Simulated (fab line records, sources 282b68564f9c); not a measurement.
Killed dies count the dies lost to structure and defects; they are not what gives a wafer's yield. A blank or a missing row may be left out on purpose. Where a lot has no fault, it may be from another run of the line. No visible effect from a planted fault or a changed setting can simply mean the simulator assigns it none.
fab line records	flow rit_cmos
record: lots: 15	wafers: 45	last_day: 7
route steps=202 shown M1@196
lots untouched by any fault: they come from a run of this same line in which no faults occurred
start_h: hours from the record's opening day to when the first of the lot's shown wafers began	wait_h: hours since the lot's step before	" unchanged from the row above	L1.1+2: one row covering several wafers at once	- either no value or no given start	* or withheld: withheld	< > ~ a bound
route shown NAME@n: a module of which the file shows steps, and the number in the route of the first	usual: the fault-free wafers' mean and standard deviation	same: alike in all rows	chamber/n: place in a boat	sites: each site's reading	_std_site: standard deviation across them	_edge_site: inner sites' mean taken away from outer sites' mean	radius_mm: for every site, how far away it sits from the centre of the wafer	mask NAME#n: copy n	behind: tool/chamber where the wafer was last shaped	hold: cause of the lot's hold/its duration in hours/its outcome	device: which transistor (n, p or np) failed to switch	end of line: tests run on the same wafers once the route is complete	step lacking rows: just its recipe	killed: dies lost to structure and defects at the first sort, not the wafer's yield	map: a wafer's dies, x killed, . not, _ none there
set.NAME: the setting the step ran with; set.NAME@STEP: the setting that earlier step ran with	model.NAME: the simulator's own value behind a step, which no gauge read
one table for each step of the route and one row for each wafer, over a sample of lots
services: the hour from which a tool's chamber was out of use, counted from the record's first day as start_h (under 0 if before that day), plus the number of hours and why
== steps ==
step: RIT_M1_METAL_ETCH_12
recipe: stop_on: SiO2	chemistry: Cl2/BCl3	target: Al	time_s: 165	over_etch_frac: 0.5	pressure_mtorr: 100	target_depth_a: 6000	rf_w: 250	Cl2_flow_sccm: 60	bcl3_flow_sccm: 50
usual: bcl3_flow_sccm: 49.99/0.16	chamber_pressure_mTorr: 100.00/0.099	drypump_motor_current_A: 5.7/0.36	oes_product_au: 0.784/0.013	throttle_valve_pct: 8.31/0.1	time_s: 165/0
lot.wafer	tool	chamber	start_h	wait_h	bcl3_flow_sccm	chamber_pressure_mTorr	drypump_motor_current_A	oes_product_au	rf_hours_counter_h	throttle_valve_pct	time_s
L851.2	rie_metal-04	0	57.77	0.2	50.04	100.15	5.9	0.754	34	8.30	165
L851.3	"	1	"	"	49.95	99.95	5.6	0.773	-	8.26	165
L851.5	"	1	"	"	49.90	99.79	5.6	0.766	-	8.27	165
L858.1	rie_metal-01	0	90.16	0.2	-	-	-	-	-	-	-
L858.3	"	0	"	"	-	-	-	-	-	-	-
L858.6	"	0	"	"	-	-	-	-	-	-	-
L859.2	rie_metal-03	1	96.64	0.2	-	-	-	-	-	-	-
L859.3	"	1	"	"	-	-	-	-	-	-	-
L859.4	"	0	"	"	-	-	-	-	-	-	-
L860.2	rie_metal-04	1	105.19	0.2	-	-	-	-	-	-	-
L860.3	"	0	"	"	-	-	-	-	-	-	-
L860.6	"	0	"	"	-	-	-	-	-	-	-
L864.1	rie_metal-01	1	120.10	0.2	50.28	99.96	5.0	0.781	1	8.28	165
L864.3	"	1	"	"	50.29	99.97	5.0	0.784	-	8.27	165
L864.6	"	1	"	"	50.03	99.95	5.0	0.786	-	8.28	165
L865.1	rie_metal-03	0	126.14	0.2	49.97	100.11	5.5	0.782	5	8.16	165
L865.3	"	0	"	"	50.26	100.03	5.5	0.777	-	8.16	165
L865.4	"	1	"	"	49.75	100.06	5.9	0.782	-	8.35	165
L866.2	rie_metal-04	1	132.86	0.2	49.91	100.28	5.6	0.772	40	8.27	165
L866.3	"	1	"	"	49.89	100.00	5.6	0.782	-	8.26	165
L866.4	"	0	"	"	49.94	100.02	5.9	0.767	-	8.31	165
L867.2	rie_metal-01	1	136.55	0.2	50.20	99.71	5.0	0.800	1	8.28	165
L867.5	"	1	"	"	50.01	100.08	5.0	0.799	-	8.28	165
L867.6	"	0	"	"	49.97	100.04	6.1	0.784	-	8.48	165
L868.1	rie_metal-03	0	140.33	0.2	50.29	100.11	5.5	0.797	5	8.16	165
L868.5	"	0	"	"	50.18	99.97	5.5	0.790	-	8.16	165
L868.6	"	1	"	"	49.87	100.07	5.9	0.787	-	8.34	165
L869.1	rie_metal-01	0	144.21	0.2	50.11	99.87	6.0	0.788	2	8.47	165
L869.2	"	0	"	"	49.97	100.07	6.0	0.792	-	8.48	165
L869.6	"	0	"	"	49.77	100.01	6.0	0.794	-	8.49	165
L870.2	rie_metal-03	1	152.30	0.2	49.91	100.08	6.0	0.791	5	8.33	165
L870.3	"	0	"	"	50.03	99.95	5.5	0.792	-	8.18	165
L870.6	"	1	"	"	49.87	99.94	6.0	0.791	-	8.35	165
L871.2	rie_metal-04	0	156.27	0.2	49.96	100.13	6.0	0.789	0	8.32	165
L871.4	"	1	"	"	49.90	100.01	5.6	0.805	-	8.27	165
L871.5	"	1	"	"	49.79	99.96	5.6	0.808	-	8.27	165
L872.1	rie_metal-01	0	161.26	0.2	50.05	100.17	6.0	0.795	2	8.48	165
L872.2	"	1	"	"	50.19	100.21	5.0	0.792	2	8.28	165
L872.4	"	0	"	"	49.94	100.05	6.0	0.780	-	8.50	165
L873.2	rie_metal-03	0	166.82	0.2	50.05	99.94	5.5	0.775	5	8.16	165
L873.4	"	1	"	"	49.82	100.10	5.9	0.786	-	8.33	165
L873.5	"	0	"	"	50.15	100.04	5.5	0.783	-	8.16	165
L874.3	rie_metal-04	1	170.95	0.2	50.16	100.07	5.6	0.794	-	8.26	165
L874.5	"	1	"	"	50.20	99.95	5.6	0.807	-	8.26	165
L874.6	"	0	"	"	49.98	100.02	6.0	0.788	-	8.30	165
step: RIT_M1_CD_MEAS_90
recipe: target_cd_nm: 2600
usual: cd_nm: 2600.9/2.8
lot.wafer	tool	chamber	start_h	wait_h	cd_nm
L851.2	cd_sem-02	-	58.30	0.1	2599.6
L851.3	"	-	"	"	2600.0
L851.5	"	-	"	"	2601.5
L858.1	cd_sem-02	-	90.69	0.1	-
L858.3	"	-	"	"	-
L858.6	"	-	"	"	-
L859.2	cd_sem-02	-	97.19	0.1	-
L859.3	"	-	"	"	-
L859.4	"	-	"	"	-
L860.2	cd_sem-02	-	105.72	0.1	-
L860.3	"	-	"	"	-
L860.6	"	-	"	"	-
L864.1	cd_sem-02	-	120.61	0.1	2604.5
L864.3	"	-	"	"	2602.2
L864.6	"	-	"	"	2604.1
L865.1	cd_sem-02	-	126.65	0.1	2604.1
L865.3	"	-	"	"	2603.5
L865.4	"	-	"	"	2598.6
L866.2	cd_sem-02	-	133.41	0.1	2598.0
L866.3	"	-	"	"	2599.3
L866.4	"	-	"	"	2595.6
L867.2	cd_sem-01	-	137.08	0.1	2601.5
L867.5	"	-	"	"	2600.0
L867.6	"	-	"	"	2601.6
L868.1	cd_sem-02	-	140.84	0.1	2602.1
L868.5	"	-	"	"	2600.7
L868.6	"	-	"	"	2599.5
L869.1	cd_sem-01	-	144.90	0.1	2599.8
L869.2	"	-	"	"	2602.7
L869.6	"	-	"	"	2602.8
L870.2	cd_sem-02	-	152.84	0.1	2598.2
L870.3	"	-	"	"	2599.8
L870.6	"	-	"	"	2597.9
L871.2	cd_sem-02	-	156.80	0.1	2601.1
L871.4	"	-	"	"	2603.8
L871.5	"	-	"	"	2605.3
L872.1	cd_sem-01	-	161.79	0.1	2600.8
L872.2	"	-	"	"	2600.2
L872.4	"	-	"	"	2601.1
L873.2	cd_sem-02	-	167.36	0.1	2605.9
L873.4	"	-	"	"	2605.7
L873.5	"	-	"	"	2608.6
L874.3	cd_sem-02	-	171.45	0.1	2597.4
L874.5	"	-	"	"	2598.3
L874.6	"	-	"	"	2592.8
step: RIT_M1_PROBE_99
usual: defect_limited_yield: 97.4/1.2	killed_at_M0_to_M3: 0.0/0.12	killed_at_front_end: 7/3.1	killed_dies: 7/3.1	killed_on_rim: 1.6/1.3	killed_open: 3.5/2.2	killed_short: 3.3/1.9	sort_bin_3_pad_short: 0.1/0.21	sort_bin_5_function: 1.4/0.81	sort_bin_6_memory: 1.0/0.65	sort_n_pass: 257/3.1	sort_yield_pct: 97.4/1.2
same: gross_dies: 264	killed_at_M4_up: 0	killed_at_back_side: 0	killed_at_contacts: 0	killed_at_other: 0
lot.wafer	tool	chamber	start_h	wait_h	defect_limited_yield[%]	killed_at_M0_to_M3	killed_at_front_end	killed_dies	killed_on_rim	killed_open	killed_short	sort_bin_3_pad_short[%]	sort_bin_5_function[%]	sort_bin_6_memory[%]	sort_n_pass	sort_yield_pct[%]
L851.2	prober-02	-	60.38	0.1	96.6	0	9	9	3	3	6	0.4	1.9	1.1	255	96.6
L851.3	prober-02	-	60.43	0.2	98.1	0	5	5	2	4	1	0	1.5	0.4	259	98.1
L851.5	prober-02	-	60.53	0.2	97.3	0	7	7	1	4	3	0	1.1	1.5	257	97.3
L858.1	prober-02	-	93.58	0.1	0	256	8	264	70	2	6	0	98.5	1.5	0	0
L858.3	prober-02	-	93.68	0.2	0	260	4	264	70	1	3	0.8	98.9	0.4	0	0
L858.6	prober-02	-	93.83	0.2	0	259	5	264	70	1	4	0.4	98.1	1.5	0	0
L859.2	prober-01	-	99.13	0.1	0	260	4	264	70	2	2	0	100.0	0	0	0
L859.3	prober-01	-	99.18	0.2	0	256	8	264	70	5	3	0	99.2	0.8	0	0
L859.4	prober-01	-	99.23	0.2	0	256	8	264	70	4	4	0	98.1	1.9	0	0
L860.2	prober-02	-	108.56	0.1	0	257	7	264	70	2	5	0	99.2	0.8	0	0
L860.3	prober-02	-	108.61	0.2	0	256	8	264	70	3	5	0	99.2	0.8	0	0
L860.6	prober-02	-	108.76	0.2	0	259	5	264	70	4	1	0	98.9	1.1	0	0
L864.1	prober-02	-	122.35	0.1	97.7	0	6	6	0	4	2	0	1.9	0.4	258	97.7
L864.3	prober-02	-	122.45	0.2	98.9	0	3	3	1	1	2	0	0.8	0.4	261	98.9
L864.6	prober-02	-	122.60	0.2	97.3	0	7	7	1	4	3	0	1.9	0.8	257	97.3
L865.1	prober-01	-	128.67	0.1	96.6	0	9	9	3	2	7	0.4	1.1	1.9	255	96.6
L865.3	prober-01	-	128.77	0.2	98.5	0	4	4	2	1	3	0	1.1	0.4	260	98.5
L865.4	prober-01	-	128.82	0.2	97.7	0	6	6	3	2	4	0	1.5	0.8	258	97.7
L866.2	prober-02	-	135.18	0.1	97.0	0	8	8	2	2	6	0.4	1.1	1.5	256	97.0
L866.3	prober-02	-	135.23	0.2	95.8	1	10	11	2	4	7	0	2.7	1.5	253	95.8
L866.4	prober-02	-	135.28	0.2	96.2	0	10	10	4	6	4	0	2.3	1.5	254	96.2
L867.2	prober-01	-	138.85	0.1	95.5	0	12	12	4	6	6	0	3.4	1.1	252	95.5
L867.5	prober-01	-	139.00	0.2	97.0	0	8	8	1	3	5	0.8	0.8	1.5	256	97.0
L867.6	prober-01	-	139.05	0.2	97.7	0	6	6	3	3	3	0	1.1	1.1	258	97.7
L868.1	prober-02	-	143.36	0.1	95.5	0	12	12	4	5	7	0.4	4.2	0	252	95.5
L868.5	prober-02	-	143.56	0.2	98.9	0	3	3	1	2	1	0	0.8	0.4	261	98.9
L868.6	prober-02	-	143.61	0.2	97.0	0	8	8	2	1	7	0.4	1.5	1.1	256	97.0
L869.1	prober-01	-	146.64	0.1	99.6	0	1	1	0	0	1	0	0.4	0	263	99.6
L869.2	prober-01	-	146.69	0.1	98.5	0	4	4	1	3	1	0	1.1	0.4	260	98.5
L869.6	prober-01	-	146.89	0.2	96.2	0	10	10	1	5	5	0.4	2.7	0.8	254	96.2
L870.2	prober-02	-	154.61	0.1	98.1	0	5	5	1	2	3	0	1.1	0.8	259	98.1
L870.3	prober-02	-	154.66	0.2	98.1	0	5	5	2	1	4	0	1.1	0.8	259	98.1
L870.6	prober-02	-	154.81	0.2	98.1	0	5	5	2	1	4	0.4	1.1	0.4	259	98.1
L871.2	prober-01	-	158.57	0.1	95.8	0	11	11	3	9	2	0.4	3.0	0.8	253	95.8
L871.4	prober-01	-	158.67	0.2	96.6	0	9	9	1	3	6	0.4	1.5	1.5	255	96.6
L871.5	prober-01	-	158.72	0.2	95.5	0	12	12	4	8	4	0	2.7	1.9	252	95.5
L872.1	prober-02	-	163.65	0.1	99.2	0	2	2	0	1	1	0	0.4	0.4	262	99.2
L872.2	prober-02	-	163.70	0.1	97.0	0	8	8	3	6	2	0	1.5	1.5	256	97.0
L872.4	prober-02	-	163.80	0.2	97.7	0	6	6	1	2	4	0	0.4	1.9	258	97.7
L873.2	prober-01	-	169.13	0.1	97.7	0	6	6	4	4	2	0.4	0.4	1.5	258	97.7
L873.4	prober-01	-	169.23	0.2	97.7	0	6	6	2	2	4	0	1.1	1.1	258	97.7
L873.5	prober-01	-	169.28	0.2	98.5	0	4	4	1	1	3	0	0.8	0.8	260	98.5
L874.3	prober-01	-	173.65	0.2	97.0	0	8	8	2	4	4	0.8	2.3	0	256	97.0
L874.5	prober-01	-	173.75	0.2	97.7	0	6	6	0	3	3	0	0.8	1.5	258	97.7
L874.6	prober-01	-	173.80	0.2	98.9	0	3	3	1	2	1	0	0.8	0.4	261	98.9
killed by level:class
L851.2 GATE:geometric_particle:short=2 GATE:geometric_particle:open=2 SILICIDE:geometric_particle:short=2 FOX2:geometric_particle:short=1 REOX:geometric_particle:short=1 SILICIDE:geometric_particle:open=1
L851.3 SILICIDE:geometric_particle:open=3 GATE:geometric_particle:open=1 SILICIDE:geometric_particle:short=1
L851.5 GATE:geometric_particle:open=3 GATE:geometric_particle:short=2 SILICIDE:geometric_particle:open=1 SILICIDE:geometric_particle:short=1
L858.1 M1:area_etch=256 FOX1:geometric_particle:short=3 REOX:geometric_particle:open=2 REOX:geometric_particle:short=2 GATE:geometric_particle:short=1
L858.3 M1:area_etch=260 GATE:geometric_particle:short=2 SPACER:geometric_particle:open=1 SILICIDE:geometric_particle:short=1
L858.6 M1:area_etch=259 GATE:geometric_particle:short=2 REOX:geometric_particle:short=2 REOX:geometric_particle:open=1
L859.2 M1:area_etch=260 SILICIDE:geometric_particle:open=2 FOX1:geometric_particle:short=1 FOX2:geometric_particle:short=1
L859.3 M1:area_etch=256 SPACER:geometric_particle:open=2 SILICIDE:geometric_particle:short=2 FOX1:geometric_particle:open=1 REOX:geometric_particle:open=1 SPACER:geometric_particle:short=1 SILICIDE:geometric_particle:open=1
L859.4 M1:area_etch=256 GATE:geometric_particle:open=2 GATE:geometric_particle:short=2 ACTIVE:geometric_particle:open=1 REOX:geometric_particle:short=1 REOX:geometric_particle:open=1 SILICIDE:geometric_particle:short=1
L860.2 M1:area_etch=257 GATE:geometric_particle:short=4 GATE:geometric_particle:open=1 SPACER:geometric_particle:open=1 SILICIDE:geometric_particle:short=1
L860.3 M1:area_etch=256 SPACER:geometric_particle:short=3 GATE:geometric_particle:short=2 GATE:geometric_particle:open=2 FOX1:geometric_particle:open=1
L860.6 M1:area_etch=259 FOX1:geometric_particle:open=2 GATE:geometric_particle:open=2 FOX1:geometric_particle:short=1
L864.1 SPACER:geometric_particle:open=2 FOX1:geometric_particle:short=1 GATE:geometric_particle:short=1 GATE:geometric_particle:open=1 SILICIDE:geometric_particle:open=1
L864.3 FOX1:geometric_particle:short=1 REOX:geometric_particle:short=1 REOX:geometric_particle:open=1
L864.6 GATE:geometric_particle:open=3 GATE:geometric_particle:short=2 FOX1:geometric_particle:short=1 SILICIDE:geometric_particle:open=1
L865.1 SPACER:geometric_particle:short=4 GATE:geometric_particle:short=2 FOX1:geometric_particle:open=1 REOX:geometric_particle:open=1 SILICIDE:geometric_particle:short=1
L865.3 FOX1:geometric_particle:short=1 GATE:geometric_particle:open=1 GATE:geometric_particle:short=1 SILICIDE:geometric_particle:short=1
L865.4 FOX1:geometric_particle:short=2 GATE:geometric_particle:short=2 SPACER:geometric_particle:open=1 SILICIDE:geometric_particle:open=1
L866.2 GATE:geometric_particle:short=2 FOX1:geometric_particle:open=1 FOX1:geometric_particle:short=1 GATE:geometric_particle:open=1 REOX:geometric_particle:short=1 SPACER:geometric_particle:short=1 SILICIDE:geometric_particle:short=1
L866.3 GATE:geometric_particle:short=4 GATE:geometric_particle:open=2 FOX1:geometric_particle:short=1 FOX1:geometric_particle:open=1 FOX2:geometric_particle:short=1 SPACER:geometric_particle:open=1 M1:geometric_particle:short=1
L866.4 GATE:geometric_particle:short=2 GATE:geometric_particle:open=2 REOX:geometric_particle:open=2 FOX1:geometric_particle:open=1 FOX1:geometric_particle:short=1 SPACER:geometric_particle:short=1 SPACER:geometric_particle:open=1
L867.2 GATE:geometric_particle:open=4 REOX:geometric_particle:short=3 GATE:geometric_particle:short=2 REOX:geometric_particle:open=2 SILICIDE:geometric_particle:short=1
L867.5 SPACER:geometric_particle:short=3 GATE:geometric_particle:open=2 GATE:geometric_particle:short=1 REOX:geometric_particle:short=1 SPACER:geometric_particle:open=1
L867.6 GATE:geometric_particle:short=3 SPACER:geometric_particle:open=3
L868.1 REOX:geometric_particle:short=4 GATE:geometric_particle:short=3 SILICIDE:geometric_particle:open=2 FOX1:geometric_particle:open=1 FOX2:geometric_particle:open=1 REOX:geometric_particle:open=1
L868.5 GATE:geometric_particle:open=2 REOX:geometric_particle:short=1
L868.6 GATE:geometric_particle:short=5 FOX1:geometric_particle:short=1 SILICIDE:geometric_particle:short=1 SILICIDE:geometric_particle:open=1
L869.1 FOX1:geometric_particle:short=1
L869.2 GATE:geometric_particle:open=2 FOX1:geometric_particle:short=1 REOX:geometric_particle:open=1
L869.6 SPACER:geometric_particle:short=3 GATE:geometric_particle:open=2 SPACER:geometric_particle:open=2 FOX2:geometric_particle:open=1 GATE:geometric_particle:short=1 REOX:geometric_particle:short=1
L870.2 SILICIDE:geometric_particle:short=2 REOX:geometric_particle:open=1 SPACER:geometric_particle:short=1 SILICIDE:geometric_particle:open=1
L870.3 FOX2:geometric_particle:short=1 GATE:geometric_particle:open=1 GATE:geometric_particle:short=1 SPACER:geometric_particle:short=1 SILICIDE:geometric_particle:short=1
L870.6 GATE:geometric_particle:short=2 SPACER:geometric_particle:short=2 SILICIDE:geometric_particle:open=1
L871.2 GATE:geometric_particle:open=3 SILICIDE:geometric_particle:open=3 FOX2:geometric_particle:open=2 FOX2:geometric_particle:short=1 SPACER:geometric_particle:open=1 SILICIDE:geometric_particle:short=1
L871.4 SILICIDE:geometric_particle:short=4 FOX2:geometric_particle:open=1 GATE:geometric_particle:open=1 GATE:geometric_particle:short=1 SPACER:geometric_particle:short=1 SILICIDE:geometric_particle:open=1
L871.5 SILICIDE:geometric_particle:open=4 FOX1:geometric_particle:open=2 FOX2:geometric_particle:short=2 FOX2:geometric_particle:open=1 REOX:geometric_particle:open=1 REOX:geometric_particle:short=1 SILICIDE:geometric_particle:short=1
L872.1 GATE:geometric_particle:open=1 GATE:geometric_particle:short=1
L872.2 FOX1:geometric_particle:open=2 GATE:geometric_particle:open=2 REOX:geometric_particle:open=2 FOX2:geometric_particle:short=1 REOX:geometric_particle:short=1
L872.4 GATE:geometric_particle:short=2 REOX:geometric_particle:short=2 REOX:geometric_particle:open=2
L873.2 REOX:geometric_particle:open=4 GATE:geometric_particle:short=1 REOX:geometric_particle:short=1
L873.4 GATE:geometric_particle:short=2 FOX1:geometric_particle:open=1 FOX2:geometric_particle:short=1 GATE:geometric_particle:open=1 SPACER:geometric_particle:short=1
L873.5 SILICIDE:geometric_particle:short=2 FOX1:geometric_particle:open=1 REOX:geometric_particle:short=1
L874.3 GATE:geometric_particle:short=3 REOX:geometric_particle:open=2 FOX2:geometric_particle:short=1 GATE:geometric_particle:open=1 SILICIDE:geometric_particle:open=1
L874.5 FOX1:geometric_particle:open=2 FOX1:geometric_particle:short=1 GATE:geometric_particle:short=1 GATE:geometric_particle:open=1 REOX:geometric_particle:short=1
L874.6 FOX1:geometric_particle:open=1 FOX2:geometric_particle:open=1 SILICIDE:geometric_particle:short=1
== services ==
tool	chamber	start_h	hours	kind
rie_metal-03	1	76.17	5.1	repair
rie_metal-01	-	127.01	1.3	repair
rie_metal-04	-	136.12	20.0	pm
rie_metal-04	0	136.12	20.0	vent_cycle
rie_metal-04	1	136.12	20.0	vent_cycle
rie_metal-01	0	136.95	4.2	repair
rie_metal-01	1	138.84	16.7	repair
rie_metal-04	0	156.12	-	clean
rie_metal-04	1	156.12	-	clean
== key ==
first_sign: step: RIT_M1_METAL_ETCH_12	reading: tool_record	direction: missing
effect: step: RIT_M1_CD_MEAS_90	reading: cd_nm	direction: missing
effect: step: RIT_M1_PROBE_99	reading: killed_at_M0_to_M3	direction: up	sigmas: 99+	usual: 0.0	struck: 257.7
more_kills_born_at: RIT_M1_METAL_ETCH_12@rie_metal-01: 775	RIT_M1_METAL_ETCH_12@rie_metal-03: 772	RIT_M1_METAL_ETCH_12@rie_metal-04: 772
met_at RIT_M1_METAL_ETCH_12
struck_lots L858,L859,L860
later_rows_left_out L858.1,L858.3,L858.6,L859.2,L859.3,L859.4,L860.2,L860.3,L860.6
onset_between 57.77 90.16
fault: kind: skipped_step_whole	tool: rie_metal-01,rie_metal-03,rie_metal-04	chamber: -	onset_h: 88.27	steps: RIT_M1_METAL_ETCH_12	scope: struck_lots_only
later_rows_left_out: the simulator's readings of these wafers behind a module that went badly wrong aren't trusted and aren't shown, but for the sort
